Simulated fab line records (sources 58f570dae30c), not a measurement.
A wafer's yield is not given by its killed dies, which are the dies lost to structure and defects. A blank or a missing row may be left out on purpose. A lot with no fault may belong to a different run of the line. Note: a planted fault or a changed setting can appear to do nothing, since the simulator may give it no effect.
Which tool was responsible?	flow berkeley-cmos170	45 wafers from 15 lots sampled at 4 of the route's 331 steps

## WHAT THE GAUGES READ, wafer by wafer
UCB170_PLDD_OVL_MEAS_07. Usual: PLDD_OVL typically reads 2 nm, with standard deviation 5.8.
lot	measured	on	PLDD_OVL (nm)	flag
L603	day 7 02:38	overlay-02	2 -6 -6	
L604	day 7 08:14	overlay-01	-11 -4 -4	
L605	day 7 08:31	overlay-02	1 2 1	
L606	day 8 06:34	overlay-01	-1 5 0	
L612	day 9 07:16	overlay-02	10 12 7	
L611	day 9 15:53	overlay-01	3 -4 2	
L613	day 9 16:28	overlay-01	5 7 -1	
L617	day 10 04:29	overlay-01	3 0 7	
L615	day 10 04:35	overlay-01	4 5 15	
L618	day 10 15:20	overlay-01	2 -5 4	
L619	day 10 15:41	overlay-02	6 8 8	
L620	day 10 23:45	overlay-01	-5 -4 -4	
L621	day 10 23:59	overlay-01	4 7 5	
L622	day 11 14:29	overlay-02	-1 -9 3	
L624	day 12 02:14	overlay-02	8 6 2	

UCB170_M1_CD_MEAS_09 targets a cd of 700 nm. Usual: 700.9 nm for cd-nm, sd 1.4.
lot	measured	on	cd-nm (nm)	flag
L603	day 8 01:41	cd-sem-01	698.9 699.0 699.9	
L604	day 8 02:36	cd-sem-02	700.7 701.5 700.6	
L605	day 8 06:03	cd-sem-02	700.5 699.7 699.9	
L606	day 9 07:05	cd-sem-01	700.3 700.6 700.5	
L612	day 10 03:35	cd-sem-02	700.0 700.9 700.3	
L611	day 10 16:19	cd-sem-02	697.9 698.9 699.0	
L613	day 10 16:04	cd-sem-02	700.8 700.7 699.4	
L617	day 11 04:15	cd-sem-01	699.7 699.7 700.0	
L615	day 11 06:05	cd-sem-01	699.1 699.6 698.1	
L618	day 11 13:42	cd-sem-02	700.3 700.2 700.6	
L619	day 11 14:15	cd-sem-02	700.1 700.2 700.3	
L620	day 11 20:41	cd-sem-01	703.3 701.9 704.6	
L621	day 11 21:24	cd-sem-02	700.0 699.3 702.2	
L622	day 12 13:13	cd-sem-01	702.1 701.5 702.2	
L624	day 12 23:59	cd-sem-02	702.4 703.0 701.3	

UCB170_M3_CD_MEAS_15 targets a cd of 700 nm. Usual: 700.3 nm for cd-nm, sd 1.4.
lot	measured	on	cd-nm (nm)	flag
L603	day 8 17:17	cd-sem-02	701.7 700.6 701.6	
L604	day 8 17:33	cd-sem-02	702.3 702.6 703.2	
L605	day 8 22:03	cd-sem-02	703.7 702.1 702.6	
L606	day 9 20:47	cd-sem-01	699.3 697.7 697.6	
L612	day 10 15:57	cd-sem-01	700.1 700.1 700.8	
L611	day 11 07:04	cd-sem-01	700.6 700.8 701.3	
L613	day 11 06:50	cd-sem-01	701.6 700.1 700.5	
L617	day 11 15:46	cd-sem-02	700.1 699.9 698.9	
L615	day 11 20:50	cd-sem-02	700.5 699.4 700.4	
L618	day 12 05:58	cd-sem-02	700.0 699.8 698.3	
L619	day 12 06:07	cd-sem-02	698.7 700.9 699.4	
L620	day 12 11:01	cd-sem-02	700.8 699.6 700.9	
L621	day 12 11:37	cd-sem-02	701.3 700.6 701.1	
L622	day 13 01:39	cd-sem-02	699.1 698.8 699.6	
L624	day 13 12:00	cd-sem-01	701.8 702.4 701.3	

## TOOL THAT RAN EACH LOT (tool first, then ch and the chambers of the sampled wafers, then the start)
lot	UCB170_M3_HMDS_04
L603	litho-track-03 ch 0, day 8 14:30
L604	litho-track-03 ch 0, day 8 14:55
L605	litho-track-03 ch 0, day 8 20:00
L606	litho-track-01 ch 0, day 9 18:35
L612	litho-track-02 ch 0, day 10 14:20
L611	litho-track-03 ch 0, day 11 05:05
L613	litho-track-02 ch 0, day 11 04:49
L617	litho-track-02 ch 0, day 11 14:13
L615	litho-track-03 ch 0, day 11 18:36
L618	litho-track-02 ch 0, day 12 03:16
L619	litho-track-02 ch 0, day 12 04:10
L620	litho-track-02 ch 0, day 12 09:17
L621	litho-track-03 ch 0, day 12 09:55
L622	litho-track-03 ch 0, day 12 23:56
L624	litho-track-01 ch 0, day 13 10:26
- UCB170_M3_HMDS_04: prime time 60 s.

## WHAT THE TOOLS THEMSELVES READ (means of the sampled wafers that have a number; where no wafer has one, the mark that the record gives instead)
UCB170_M3_HMDS_04. Usual: 100.00 C for prime-temp-c, sd 0.13.
lot	tool	prime-temp-c (C)	flag
L603	litho-track-03	99.95	
L604	litho-track-03	99.95	
L605	litho-track-03	99.95	
L606	litho-track-01	100.05	
L612	litho-track-02	99.95	
L611	litho-track-03	100.10	
L613	litho-track-02	100.05	
L617	litho-track-02	100.15	
L615	litho-track-03	99.88	
L618	litho-track-02	97.94	OFF
L619	litho-track-02	97.92	OFF
L620	litho-track-02	98.03	OFF
L621	litho-track-03	100.10	
L622	litho-track-03	100.13	
L624	litho-track-01	100.10	

## THE ANSWER, worked out from the rows above alone
Rule: a lot counts as off when the mean over its wafers that have a number is more than 3 standard deviations away from the usual mean. A lot without any number at a reading at which 4 lots or more have one is off too. Where the step has rows for the other lots, those lots are counted as sound. The gauges are gone through in route order, then the tools' own readings, and for those a lot's mean is taken as printed above. The first step at which some lot is off is used, and at that step the reading that is off furthest; a lot without a number counts as furthest.
Off at UCB170_M3_HMDS_04 (prime-temp-c): L618, L619, L620.
A tool fits if, at that step or a process step before it, it ran every lot that is off, and no sound lot after the first of them. One fits: litho-track-02 at UCB170_M3_HMDS_04. A fault onset in the window from L617 (day 11 14:13, its last sound lot) to L618 (day 12 03:16, its first lot off) fits.
The tool's own readings at UCB170_M3_HMDS_04 bear it out: on the lots that are off they differ by more than 5 times the standard deviation of the sound lots' means. prime-temp-c reads 97.96 C there against 100.03 C on the sound lots.

## WHAT WAS PUT IN BY THE SIMULATOR
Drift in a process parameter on litho-track-02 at UCB170_M3_HMDS_04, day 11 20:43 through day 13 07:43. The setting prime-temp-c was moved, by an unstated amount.
Struck lots among those shown: L618, L619, L620. The rule above reached the same finding.
